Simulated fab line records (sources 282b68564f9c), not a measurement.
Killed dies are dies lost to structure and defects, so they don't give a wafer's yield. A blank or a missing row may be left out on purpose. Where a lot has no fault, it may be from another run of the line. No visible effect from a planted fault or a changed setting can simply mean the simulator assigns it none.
The tool behind it: which one? -- flow rit-cmos -- Sampling: 14 lots, 42 wafers, 2 of 202 route steps

WHAT THE GAUGES READ, wafer by wafer
RIT_GATE_CD_MEAS_90: target cd 150 nm.
lot,measured,on,cd-nm (nm)
L522,day 2 23:04,cd-sem-01,149.4 152.0 152.0
L523,day 3 02:58,cd-sem-01,144.9 145.0 143.9
L525,day 3 13:49,cd-sem-01,149.6 152.1 150.0
L528,day 4 02:37,cd-sem-01,151.2 149.8 150.2
L529,day 4 11:24,cd-sem-01,147.6 149.2 151.8
L530,day 4 12:53,cd-sem-01,152.0 153.7 151.7
L531,day 4 20:33,cd-sem-01,148.5 147.6 147.7
L534,day 5 08:37,cd-sem-02,146.4 147.8 147.4
L535,day 5 16:26,cd-sem-02,149.4 150.2 150.8
L536,day 5 18:11,cd-sem-02,- - -
L537,day 6 00:07,cd-sem-02,- - -
L541,day 6 18:59,cd-sem-02,147.2 148.7 149.5
L542,day 7 01:24,cd-sem-02,150.1 150.3 152.7
L543,day 7 08:10,cd-sem-02,150.4 151.0 151.1

EACH LOT AND THE TOOL THAT RAN IT (in order: tool; ch and the chambers of the sampled wafers; start)
lot,RIT_GATE_ETCH_19
L522,"rie-si-01 ch 0,1,3, day 2 22:45"
L523,"rie-si-02 ch 2,3, day 3 02:41"
L525,"rie-si-02 ch 2,3, day 3 13:25"
L528,"rie-si-01 ch 1,2, day 4 02:17"
L529,"rie-si-02 ch 0,2,3, day 4 11:06"
L530,"rie-si-01 ch 0,2,3, day 4 12:35"
L531,"rie-si-02 ch 1,2, day 4 20:13"
L534,"rie-si-01 ch 0,3, day 5 08:19"
L535,"rie-si-02 ch 1,2, day 5 16:07"
L536,"rie-si-01 ch 0,2, day 5 17:52"
L537,"rie-si-02 ch 0,1, day 5 23:49"
L541,"rie-si-02 ch 0,1, day 6 18:39"
L542,"rie-si-01 ch 0,1,2, day 7 01:07"
L543,"rie-si-02 ch 1,3, day 7 07:53"
- RIT_GATE_ETCH_19: etches poly-Si in SF6/CHF3/O2, stops on SiO2, time 165 s, target depth 312.5 nm.

AS READ BY THE TOOLS THEMSELVES (means over the sampled wafers that have a number; for cases with no such wafer, the mark the record gives instead)
RIT_GATE_ETCH_19.
lot,tool,CHF3_flow_sccm (sccm),O2_flow_sccm (sccm),drypump-motor-current-A (A),he-backside-leak-sccm (sccm),oes-product-au (a.u.),throttle-valve-pct (%)
L522,rie-si-01,29.95,5.003,5.8,2.83,0.839,10.29
L523,rie-si-02,30.00,4.995,5.6,2.82,0.839,10.39
L525,rie-si-02,29.88,4.988,5.5,2.67,0.840,10.29
L528,rie-si-01,29.97,4.980,5.5,2.78,0.845,10.21
L529,rie-si-02,30.00,4.982,5.7,2.71,0.840,10.28
L530,rie-si-01,29.98,4.999,5.7,2.76,0.835,10.22
L531,rie-si-02,29.96,4.977,5.4,2.51,0.834,10.25
L534,rie-si-01,29.97,4.996,5.8,2.84,0.837,10.29
L535,rie-si-02,29.97,5.009,5.5,2.53,0.846,10.29
L536,rie-si-01,-,-,-,-,-,-
L537,rie-si-02,-,-,-,-,-,-
L541,rie-si-02,30.00,4.994,5.8,2.50,0.861,10.29
L542,rie-si-01,30.07,5.024,5.5,2.87,0.851,10.28
L543,rie-si-02,29.94,5.000,5.6,2.52,0.852,10.40

THE ANSWER, worked out from the rows above alone
Rule: usual is defined by the lots themselves. Put in order of their means at a reading, lots are off if they are a third of the lots or fewer, leave a main group of 4 or more, and stand apart from it by a gap of 3 or more times the standard deviation of the main group's means; of several such gaps the widest counts. A main group whose means are all the same, to the digits that the tables above print for the reading, isn't used. A lot without any number at a reading at which 4 lots or more have one is off too. All remaining lots with rows at the step are treated as sound. The gauges are gone through in route order, then the tools' own readings, and for those a lot's mean is taken as printed above. The first step at which some lot is off is used, and at that step the reading that is off furthest; a lot without a number counts as furthest.
Off, at RIT_GATE_CD_MEAS_90 on cd-nm: L536, L537. Without a number there: L536, L537. Main group: mean 149.5 nm, sd 2.1.
If a tool, at a process step before that reading, ran all the lots that are off and no sound lot after the first of them, it fits. Not tried: the gauges at RIT_GATE_CD_MEAS_90; whatever is off there is also off at RIT_GATE_ETCH_19, on other tools, and gauge error can't account for it. No candidate that was tried fits.

WHAT HAD BEEN PUT IN BY THE SIMULATOR
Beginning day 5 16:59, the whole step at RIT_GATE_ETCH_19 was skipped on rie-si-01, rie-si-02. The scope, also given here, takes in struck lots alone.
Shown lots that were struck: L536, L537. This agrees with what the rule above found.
